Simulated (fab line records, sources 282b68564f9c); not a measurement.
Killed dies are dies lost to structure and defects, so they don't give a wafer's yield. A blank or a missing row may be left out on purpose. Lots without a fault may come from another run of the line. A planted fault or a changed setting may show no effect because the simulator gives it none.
Problem report in the 8D (eight disciplines) form, filled by code | flow rit_cmos | the parts of the form that need people (team, actions taken, sign-off) are left out

1. THE PROBLEM
heater_power_total_W at RIT_PLDD_HARDBAKE_07 reads a mean of 60.45 W on 9 wafers of 3 lots; wafers without a fault read 62.55 W with a standard deviation of 0.044. That is -48 standard deviations from the usual mean.
The step: time 60 s.
First seen on wafer L783.2, day 3 14:00, on litho_track-04. The record holds 21 wafers of 7 lots with a number at this step. Rule for "out", or "out of limits": more than 4 standard deviations from the usual mean. The other wafers with a number count as sound.

2. WHAT IT IS AND WHAT IT IS NOT
question                    | is                                 | is not
which readings at this step | heater_power_total_W, plate_temp_C | chill_plate_temp_C
which lots                  | L783, L784, L786                   | L779, L792, L793, L798
which wafers of those lots  | all that have a number             | -
read on which tools         | litho_track-04                     | litho_track-02, litho_track-03
when                        | from day 3 14:00                   | up to then (3 sound wafers); but 9 sound wafers of L792, L793, L798 came after

3. SUSPECTS, AND WHAT RULES EACH OUT
Counting: a tool at a process step up to the reading stays a suspect if it ran every lot that is out and no sound lot after the first of them.
- litho_track-04 at RIT_PLDD_HARDBAKE_07 (time 60 s): kept. It ran every lot that is out, first L783 (day 3 14:00), and no sound lot after that; its last sound lot up to then is L779 (day 2 19:05). Its own readings are out on those wafers: heater_power_total_W, plate_temp_C.
Left after counting: litho_track-04 at RIT_PLDD_HARDBAKE_07.

4. THE CAUSE (what the simulator had put in)
Process parameter drift: litho_track-04, from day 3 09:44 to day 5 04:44, at RIT_PLDD_HARDBAKE_07. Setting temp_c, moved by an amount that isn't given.
Counting left only this tool.

5. THE CHAIN OF EFFECTS, in route order
Each row: a reading whose mean over the struck wafers that have a number lies more than 3 standard deviations from the usual. Only readings for which the record gives a usual standard deviation are gone through. hours: the time from each lot's start at the first step in this table that gives one to its start at this step, as a median over the lots. sigmas: the change in usual standard deviations.
hours | step                 | reading              | usual    | on struck wafers | change | sigmas
0     | RIT_PLDD_HARDBAKE_07 | heater_power_total_W | 62.55 W  | 60.45            | -2.10  | -48
0     | RIT_PLDD_HARDBAKE_07 | plate_temp_C         | 139.98 C | 136.32           | -3.66  | -28
The process steps in it:
- RIT_PLDD_HARDBAKE_07: time 60 s.

6. WHAT WOULD HAVE CAUGHT IT SOONER
In this record the first reading out of limits was taken at day 3 14:00, 4 hours after the fault began at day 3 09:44.
